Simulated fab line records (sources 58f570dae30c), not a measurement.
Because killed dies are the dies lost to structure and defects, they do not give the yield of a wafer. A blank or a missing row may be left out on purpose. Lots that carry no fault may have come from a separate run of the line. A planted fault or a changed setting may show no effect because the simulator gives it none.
A struck lot beside a sound one + flow berkeley_cmos170 + 28 steps out of a route of 331
Sound: the wafers L403.1, L403.2, L403.6. Wafers struck: L418.2, L418.3, L418.5. The cause comes at the end.
Each step with rows lists, per side, the tool, then ch with its chambers, then its first start. Under that, the readings that differ: sound wafers + struck wafers + difference of the means + sigmas: that difference in standard deviations of wafers without a fault.
alike: same words and numbers on both sides, and readings whose means sit less than 2 such deviations apart. not compared: any withheld reading, any reading some wafer has no value for, any bound like >300 that may hide the same value, and any number with overlapping values for which the record gives no deviation.
The two part at a step that has a row with sigmas, a row that says differs or no value, or rows on one side only. Non-overlapping numbers with no deviation appear without sigmas and do not part them. Lack of a reading on every wafer of one side parts them only where that side has two or more wafers.

first, 1 step without rows for these wafers: UCB170_GATE_CVD_04 (deposits poly-Si from SiH4, time 1440 s, target thk 214 nm).
UCB170_GATE_THK_MEAS_05:
  sound on film_metro-04, day 6 17:59; struck on film_metro-02, day 10 02:52
| reading            | sound             | struck            | difference | sigmas |
|--------------------|-------------------|-------------------|------------|--------|
| GATE_POLY_THK (nm) | 213.5 211.7 213.5 | 219.6 215.4 216.4 | +4.2       | +2     |
then, 6 steps without rows for these wafers: UCB170_GATE_COAT_06; UCB170_GATE_COAT_07 (resist thk 900 nm); UCB170_GATE_SOFTBAKE_08 (time 60 s); UCB170_GATE_EXPOSE_09 (exposes mask POLY, target cd 350 nm); UCB170_GATE_PEB_10; UCB170_GATE_DEVELOP_11 (develop time 45 s).
UCB170_GATE_CD_MEAS_12 targets a cd of 350 nm.
  sound on cd_sem-01, day 6 19:16; struck on cd_sem-01, day 10 04:07
  alike: cd_nm
UCB170_GATE_OVL_MEAS_13:
  sound on overlay-02, day 6 19:23; struck on overlay-02, day 10 04:13
  alike: GATE_OVL
UCB170_GATE_ETCH_14: etches BARC in N2/H2.
  sound on rie_diel-03 ch 0,1, day 6 19:25; struck on rie_diel-03 ch 0,1, day 10 04:15
  alike: drypump_motor_current_A, oes_product_au, throttle_valve_pct
UCB170_GATE_ETCH_15: etches poly-Si in HBr/Cl2, stops on SiO2, time 56.3 s, target depth 278.2 nm.
  sound on rie_si-01 ch 2,3, day 6 19:28; struck on rie_si-02 ch 1,2,3, day 10 04:17
  alike: HBr_flow_sccm, drypump_motor_current_A, oes_product_au, throttle_valve_pct
  not compared: rf_hours_counter_h
UCB170_GATE_STRIP_16: strips in O2.
  sound on plasma_asher-01 ch 0,1, day 6 19:31; struck on plasma_asher-01 ch 1, day 10 04:20
  no value came back on the struck wafers for chamber_pressure_mTorr (mTorr), drypump_motor_current_A (A), oes_product_au (a.u.); on the sound wafers chamber_pressure_mTorr (mTorr) reads 3501 3500 3497
| reading                               | sound | struck          | difference | sigmas |
|---------------------------------------|-------|-----------------|------------|--------|
| model.KrF_of_GATE_COAT_07.thk_nm (nm) | 0 0 0 | 775 772.9 772.9 | +774       |        |
  not compared: rf_hours_counter_h
UCB170_GATE_CD_MEAS_90 targets a cd of 350 nm.
  sound on cd_sem-01, day 6 19:40; struck on cd_sem-02, day 10 04:29
  alike: cd_nm
then, 7 steps without rows for these wafers: UCB170_GATE_CLEAN_17 (cleans in SPM, time 600 s); UCB170_PLDD_HMDS_00 (prime time 60 s); UCB170_PLDD_COAT_01 (resist thk 913 nm); UCB170_PLDD_SOFTBAKE_02 (time 60 s); UCB170_PLDD_EXPOSE_03 (exposes mask PSELECT, target cd 1200 nm); UCB170_PLDD_PEB_04; UCB170_PLDD_DEVELOP_05 (develop time 45 s).
UCB170_PLDD_CD_MEAS_06 targets a cd of 1200 nm.
  sound on cd_sem-01, day 6 22:12; struck on cd_sem-01, day 10 05:50
  alike: cd_nm
UCB170_PLDD_OVL_MEAS_07:
  sound on overlay-02, day 6 22:19; struck on overlay-01, day 10 05:56
  alike: PLDD_OVL
then, 2 steps without rows for these wafers: UCB170_PLDD_IMPLANT_08; UCB170_PLDD_IMPLANT_09.
UCB170_PLDD_STRIP_10: strips in O2.
  sound on plasma_asher-01 ch 0,1, day 6 22:39; struck on plasma_asher-01 ch 0,1, day 10 06:16
| reading                      | sound             | struck            | difference | sigmas      |
|------------------------------|-------------------|-------------------|------------|-------------|
| strip_time_to_endpoint_s (s) | 21.95 22.01 21.98 | 46.59 46.62 46.62 | +24.63     | +99 or more |
  alike: chamber_pressure_mTorr, drypump_motor_current_A, oes_product_au
  not compared: rf_hours_counter_h
UCB170_PLDD_TW_MEAS_11:
  sound on film_metro-04, day 6 22:45; struck on film_metro-03, day 10 06:37
| reading | sound          | struck   | difference | sigmas      |
|---------|----------------|----------|------------|-------------|
| PLDD_TW | 1015 1012 1007 | 30 30 30 | -981       | -99 or more |
  not compared: hold
UCB170_M3_PROBE_99:
  the record has rows for the sound wafers here (prober-01, day 8 15:22) and none for the struck ones

== WHERE THEY PART ==
At UCB170_GATE_THK_MEAS_05 first; at UCB170_M3_PROBE_99 last (within this record only).

WHY: what had been put in by the simulator
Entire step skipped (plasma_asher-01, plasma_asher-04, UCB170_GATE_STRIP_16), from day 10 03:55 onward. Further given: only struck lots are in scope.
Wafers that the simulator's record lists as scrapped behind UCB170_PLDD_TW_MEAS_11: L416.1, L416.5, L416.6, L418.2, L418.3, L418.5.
